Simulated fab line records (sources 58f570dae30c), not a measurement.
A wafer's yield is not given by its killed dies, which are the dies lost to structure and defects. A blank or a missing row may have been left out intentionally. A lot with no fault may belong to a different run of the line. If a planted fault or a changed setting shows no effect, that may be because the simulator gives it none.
Split-lot trial ; flow berkeley_cmos170 ; 23 wafers read from 5 lots, route of 331 steps

ABOUT THE SPLIT
At UCB170_V2_ETCH_14 (etches SiO2 in CHF3/CF4/Ar, stops on Al, target depth 1250 nm, time 291 s), the setting time_s was moved away from the recipe's 291 s on 9 of the 23 wafers read, by -14.4% to +4.8%. For the rest of the wafers, this setting stayed at what the recipe calls for.

The reading is taken at the split's own step.

THE READING
KrF_of_V2_COAT_07.thk_nm (the simulator's own value, which no gauge read), in nm, at UCB170_V2_ETCH_14 (etches SiO2 in CHF3/CF4/Ar, stops on Al, target depth 1250 nm, time 291 s). There is no usual value for it anywhere in the file. Here, 14 wafers ran the recipe; their average is 609.7 nm with a standard deviation of 3.7 nm.

wafer;tool, chamber at the split;time_s as run, s;against the recipe;KrF_of_V2_COAT_07.thk_nm, nm;against lot-mates on the recipe
L075.1;rie_diel-03, 3;291;recipe;616;-
L075.3;rie_diel-03, 0;291;recipe;611.9;-
L075.5;rie_diel-03, 2;291;recipe;615.8;-
L076.2;rie_diel-03, 2;291;recipe;609.6;-
L076.3;rie_diel-03, 3;305.1;+4.8%;599.3;-9.2
L076.4;rie_diel-03, 0;291;recipe;608.4;-
L076.5;rie_diel-03, 2;291;recipe;607.5;-
L076.6;rie_diel-03, 3;305.1;+4.8%;594.5;-14.0
L078.1;rie_diel-01, 0;249;-14.4%;648.9;+39.2
L078.2;rie_diel-01, 2;291;recipe;606.4;-
L078.4;rie_diel-01, 0;249;-14.4%;652.6;+42.9
L078.5;rie_diel-01, 2;249;-14.4%;646;+36.3
L078.6;rie_diel-01, 3;291;recipe;613;-
L080.1;rie_diel-04, 0;291;recipe;608.7;-
L080.2;rie_diel-04, 3;291;recipe;610.4;-
L080.3;rie_diel-04, 2;255.2;-12.3%;639.3;+31.5
L080.4;rie_diel-04, 1;255.2;-12.3%;643.4;+35.6
L080.5;rie_diel-04, 0;291;recipe;604.2;-
L084.1;rie_diel-04, 1;280.1;-3.7%;621.1;+13.3
L084.2;rie_diel-04, 3;291;recipe;612.4;-
L084.3;rie_diel-04, 0;280.1;-3.7%;614.7;+6.9
L084.5;rie_diel-04, 0;291;recipe;603.7;-
L084.6;rie_diel-04, 1;291;recipe;607.4;-

FIT RESULTS
A straight line over all 23 wafers: KrF_of_V2_COAT_07.thk_nm changes by -2.68 nm for each +1% of time_s; r = -0.98; the points scatter about the line by 3.5 nm.
The same after taking each lot's own level away (the mean of its wafers on the recipe; 23 wafers): -2.7 nm for each +1%; r = -0.99; scatter 2.8 nm.
The reading moves by 39 nm for the largest change in time_s, on that fit.
The lots' own levels span 607.77 to 614.57 nm, that is 1.8 times the standard deviation above.
Consequently the slope shifts little with the lot-to-lot level, the two slopes agreeing.
Check: +39.2 nm against its lot-mates is what the line predicts for one of the wafers moved furthest among these (-14.4%) when that wafer is left out of the fit. Against them it came out at +39.2 nm.

THE WHOLE CHAIN: every reading that the file lists as answering this split, in the file's order
step;what it does;reading;change (the file's fit);r (the file's)
UCB170_V2_ETCH_14;etches SiO2 in CHF3/CF4/Ar, stops on Al, target depth 1250 nm, time 291 s;KrF_of_V2_COAT_07.thk_nm (the simulator's own value, which no gauge read);-2.71 nm for each +1% of the setting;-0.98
UCB170_V2_STRIP_15;strips in O2;strip_time_to_endpoint_s;withheld for each +1% of the setting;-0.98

THE FILE'S OWN FIT
KrF_of_V2_COAT_07.thk_nm changes by -2.71 nm for each +1% of time_s, r = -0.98.
